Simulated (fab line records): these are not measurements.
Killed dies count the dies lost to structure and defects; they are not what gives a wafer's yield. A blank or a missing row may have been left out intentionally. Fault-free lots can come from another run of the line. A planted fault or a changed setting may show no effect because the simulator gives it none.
Split-lot experiment | flow berkeleyCmos170 | 23 wafers read from 5 lots, route of 331 steps

SPLIT DETAILS
At UCB170_NSD_COAT_01 (resist thk 900 nm), the setting resistThkNm was moved away from the recipe's 900 nm on 10 of the 23 wafers read, by -5.2% to +5.3%. This setting was run at the recipe's value on the other wafers.

The split's own step is where the reading is taken.

THE READING
KrF_of_NSD_COAT_01.thkNm (the simulator's own value, which no gauge read), in nm, at UCB170_NSD_COAT_01 (resist thk 900 nm). The file does not state a usual value for it. Across the 13 wafers here that went through the recipe, the average is 901.2 nm and the standard deviation 1.2 nm.

wafer  | tool, chamber at the split | resistThkNm as run, nm | against the recipe | KrF_of_NSD_COAT_01.thkNm, nm | against lot-mates on the recipe
L079.1 | lithoTrack-04, 0           | 900                    | recipe             | 902                          | -
L079.2 | lithoTrack-04, 0           | 876.2                  | -2.6%              | 877.9                        | -23.5
L079.4 | lithoTrack-04, 0           | 900                    | recipe             | 901.7                        | -
L079.5 | lithoTrack-04, 0           | 900                    | recipe             | 900.6                        | -
L079.6 | lithoTrack-04, 0           | 876.2                  | -2.6%              | 877.6                        | -23.8
L080.1 | lithoTrack-04, 0           | 900                    | recipe             | 903.1                        | -
L080.2 | lithoTrack-04, 0           | 900                    | recipe             | 900.4                        | -
L080.3 | lithoTrack-04, 0           | 900                    | recipe             | 901                          | -
L080.5 | lithoTrack-04, 0           | 853.3                  | -5.2%              | 854.1                        | -47.4
L080.6 | lithoTrack-04, 0           | 853.3                  | -5.2%              | 853.5                        | -48.0
L083.1 | lithoTrack-03, 0           | 872                    | -3.1%              | 871.2                        | -31.2
L083.2 | lithoTrack-03, 0           | 900                    | recipe             | 902.2                        | -
L083.4 | lithoTrack-03, 0           | 872                    | -3.1%              | 874.1                        | -28.4
L083.5 | lithoTrack-03, 0           | 900                    | recipe             | 902.7                        | -
L083.6 | lithoTrack-03, 0           | 872                    | -3.1%              | 874.6                        | -27.9
L085.1 | lithoTrack-02, 0           | 900                    | recipe             | 900                          | -
L085.2 | lithoTrack-02, 0           | 900                    | recipe             | 899.4                        | -
L085.6 | lithoTrack-02, 0           | 900                    | recipe             | 899.6                        | -
L084.1 | lithoTrack-02, 0           | 947.9                  | +5.3%              | 952.7                        | +51.2
L084.2 | lithoTrack-02, 0           | 900                    | recipe             | 900.7                        | -
L084.3 | lithoTrack-02, 0           | 947.9                  | +5.3%              | 949.8                        | +48.3
L084.4 | lithoTrack-02, 0           | 900                    | recipe             | 902.3                        | -
L084.5 | lithoTrack-02, 0           | 947.9                  | +5.3%              | 951                          | +49.5

THE FIT
A straight line over all 23 wafers: KrF_of_NSD_COAT_01.thkNm changes by +9.22 nm for each +1% of resistThkNm; r = +1.00; the points scatter about the line by 1.2 nm.
The same after taking each lot's own level away (the mean of its wafers on the recipe; 23 wafers): +9.27 nm for each +1%; r = +1.00; scatter 0.97 nm.
That fit puts the effect of the largest move of resistThkNm on the reading at 49 nm.
Across the lots, their own levels run from 899.67 to 902.45 nm, a range of 2.4 times the standard deviation given above.
So the lot-to-lot level changes the slope little: the two slopes agree.
Check: +49 nm against its lot-mates is what the line predicts for one of the wafers moved furthest among these (+5.3%) when that wafer is left out of the fit. Against them it came out at +51.2 nm.

THESE WAFERS: OTHER SPLITS
Before the reading, these wafers also passed through other splits. Each is held against what the fit with the lots' levels taken away leaves over:
other split on the same wafers | wafers away from the commonest value | r with KrF_of_NSD_COAT_01.thkNm (lot level and that fit taken away)
UCB170_GATE_PEB_10 pebTempC    | 9                                    | +0.28
UCB170_NLDD_IMPLANT_08 doseCm2 | 7                                    | -0.03
UCB170_PSD_COAT_01 spinRpm     | 5                                    | +0.21

THE WHOLE CHAIN: every reading that the file lists as answering this split, in the file's order
step                | what it does      | reading                                                                   | change (the file's fit)              | r (the file's)
UCB170_NSD_COAT_01  | resist thk 900 nm | KrF_of_NSD_COAT_01.thkNm (the simulator's own value, which no gauge read) | +9.25 nm for each +1% of the setting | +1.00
UCB170_NSD_STRIP_09 | strips in O2      | stripTimeToEndpointS                                                      | withheld for each +1% of the setting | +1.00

FILE'S OWN FIT
KrF_of_NSD_COAT_01.thkNm changes by +9.25 nm for each +1% of resistThkNm, r = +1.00.
